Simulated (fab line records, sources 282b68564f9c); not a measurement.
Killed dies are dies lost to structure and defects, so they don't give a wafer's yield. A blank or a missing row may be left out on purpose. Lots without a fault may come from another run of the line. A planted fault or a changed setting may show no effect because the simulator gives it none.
A struck lot beside a sound one | flow rit_cmos | 34 steps out of a route of 202
Sound: wafers L247.3, L247.4, L247.5. Struck: wafers L256.2, L256.3, L256.4. The cause comes at the end.
At each step with rows: each side's tool, then ch and its chambers, then its first start. Under that, the readings that differ: sound wafers | struck wafers | difference of the means | sigmas: that difference in standard deviations of wafers without a fault.
alike: readings whose means differ by less than 2 such deviations, and words and numbers that are the same on both sides. not compared: withheld readings, readings that some wafer has no value for, bounds like >300 that may hide the same value, and numbers for which the record gives no deviation and whose values overlap.
The two part at a step that has a row with sigmas, a row that says differs or no value, or rows on one side only. Numbers that don't overlap but have no deviation are shown without sigmas and don't part them. A reading that every wafer of one side lacks parts them only if that side has two wafers or more.

first, 2 steps without rows for these wafers: RIT_SPACER_CLEAN_02 (cleans in SC2, time 600 s); RIT_SPACER_CVD_03 (deposits Si3N4 from SiH2Cl2/NH3, target thk 250 nm, time 3300 s).
RIT_SPACER_THK_MEAS_04:
  sound on film_metro-01, day 5 01:37; struck on film_metro-03, day 7 08:06
  alike: SPACER_NITRIDE_THK
RIT_SPACER_ETCHBACK_05: etches Si3N4 in SF6/CHF3, stops on SiO2, target depth 250 nm, time 240 s.
  sound on rie_diel-04 ch 1,2, day 5 01:39; struck on rie_diel-04 ch 1,2, day 7 08:09
  alike: drypump_motor_current_A, oes_product_au, throttle_valve_pct
  not compared: rf_hours_counter_h
then, 6 steps without rows for these wafers: RIT_NSD_HMDS_00 (prime time 60 s); RIT_NSD_COAT_01 (resist thk 1000 nm); RIT_NSD_SOFTBAKE_02 (time 60 s); RIT_NSD_EXPOSE_03 (exposes mask M9, target cd 40700 nm); RIT_NSD_PEB_04; RIT_NSD_DEVELOP_05 (develop time 50 s).
RIT_NSD_OVL_MEAS_06:
  sound on overlay-01, day 5 02:47; struck on overlay-01, day 7 09:29
  alike: NSD_OVL
then, 1 step without rows for these wafers: RIT_NSD_HARDBAKE_07 (time 60 s).
RIT_NSD_IMPLANT_08:
  sound on implanter-01 ch 0, day 5 03:01; struck on implanter-01 ch 0, day 7 09:42
  reading            | sound                          | struck                           | difference  | sigmas
  dose_ions_cm2      | 9.986e+14 9.992e+14 1.0009e+15 | 1.0971e+15 1.0959e+15 1.0959e+15 | +9.6733e+13 | +88
  faraday_current_uA | 3179 3162 3041                 | 3394 3416 3373                   | +267        | +5
RIT_NSD_STRIP_09: strips in O2, time 180 s.
  sound on plasma_asher-01 ch 0,1, day 5 03:10; struck on plasma_asher-03 ch 0,1, day 7 09:49
  alike: drypump_motor_current_A
  not compared: rf_hours_counter_h
RIT_NSD_TW_MEAS_10:
  sound on film_metro-03, day 5 03:18; struck on film_metro-03, day 7 10:01
  reading | sound          | struck         | difference | sigmas
  NSD_TW  | 3111 3140 3142 | 3190 3213 3217 | +76        | +3
then, 6 steps without rows for these wafers: RIT_PSD_HMDS_00 (prime time 60 s); RIT_PSD_COAT_01 (resist thk 1000 nm); RIT_PSD_SOFTBAKE_02 (time 60 s); RIT_PSD_EXPOSE_03 (exposes mask M10, target cd 40900 nm); RIT_PSD_PEB_04; RIT_PSD_DEVELOP_05 (develop time 50 s).
RIT_PSD_OVL_MEAS_06:
  sound on overlay-01, day 5 04:20; struck on overlay-01, day 7 10:55
  reading      | sound        | struck      | difference | sigmas
  PSD_OVL (nm) | 0.3 0.5 -1.6 | 3.3 3.2 2.9 | +3.4       | +2
then, 2 steps without rows for these wafers: RIT_PSD_HARDBAKE_07 (time 60 s); RIT_PSD_IMPLANT_08.
RIT_PSD_STRIP_09: strips in O2, time 180 s.
  sound on plasma_asher-03 ch 0,1, day 5 04:43; struck on plasma_asher-04 ch 0,1, day 7 11:15
  alike: drypump_motor_current_A
  not compared: rf_hours_counter_h
RIT_PSD_TW_MEAS_10:
  sound on film_metro-03, day 5 04:51; struck on film_metro-04, day 7 11:26
  alike: PSD_TW
then, 3 steps without rows for these wafers: RIT_SDANNEAL_CLEAN_00 (cleans in SC1, time 600 s); RIT_SDANNEAL_CLEAN_01 (cleans in dHF, time 30 s); RIT_SDANNEAL_CLEAN_02 (cleans in SC2, time 600 s).
RIT_SDANNEAL_RTA_03: time 5 s.
  sound on rtp_anneal-02 ch 0, day 5 05:17; struck on rtp_anneal-01 ch 0, day 7 12:03
  alike: wafer_temp_C_max
RIT_SDANNEAL_RS_MEAS_04: measures by four-point-probe.
  sound on film_metro-01, day 5 05:22; struck on film_metro-01, day 7 12:07
  reading         | sound             | struck            | difference | sigmas
  PSD_RS (ohm/sq) | 115.5 115.3 115.5 | 116.1 116.6 115.9 | +0.8       | +2
RIT_SDANNEAL_RS_MEAS_05: measures by four-point-probe.
  sound on film_metro-01, day 5 05:29; struck on film_metro-01, day 7 12:14
  reading         | sound             | struck            | difference | sigmas
  NSD_RS (ohm/sq) | 84.17 84.28 84.48 | 78.79 78.98 78.78 | -5.46      | -21
RIT_SDANNEAL_RS_MEAS_06: measures by four-point-probe.
  sound on film_metro-01, day 5 05:37; struck on film_metro-01, day 7 12:22
  alike: PLDD_RS
RIT_M1_PROBE_99:
  the record has rows for the sound wafers here (prober-02, day 5 12:52) and none for the struck ones

WHERE THEY PART
First at RIT_NSD_IMPLANT_08; last, within this record, at RIT_M1_PROBE_99.

WHY: what the simulator had put in
Process parameter drift: implanter-01, from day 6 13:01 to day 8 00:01, at RIT_NSD_IMPLANT_08. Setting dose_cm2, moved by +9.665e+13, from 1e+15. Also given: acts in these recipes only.
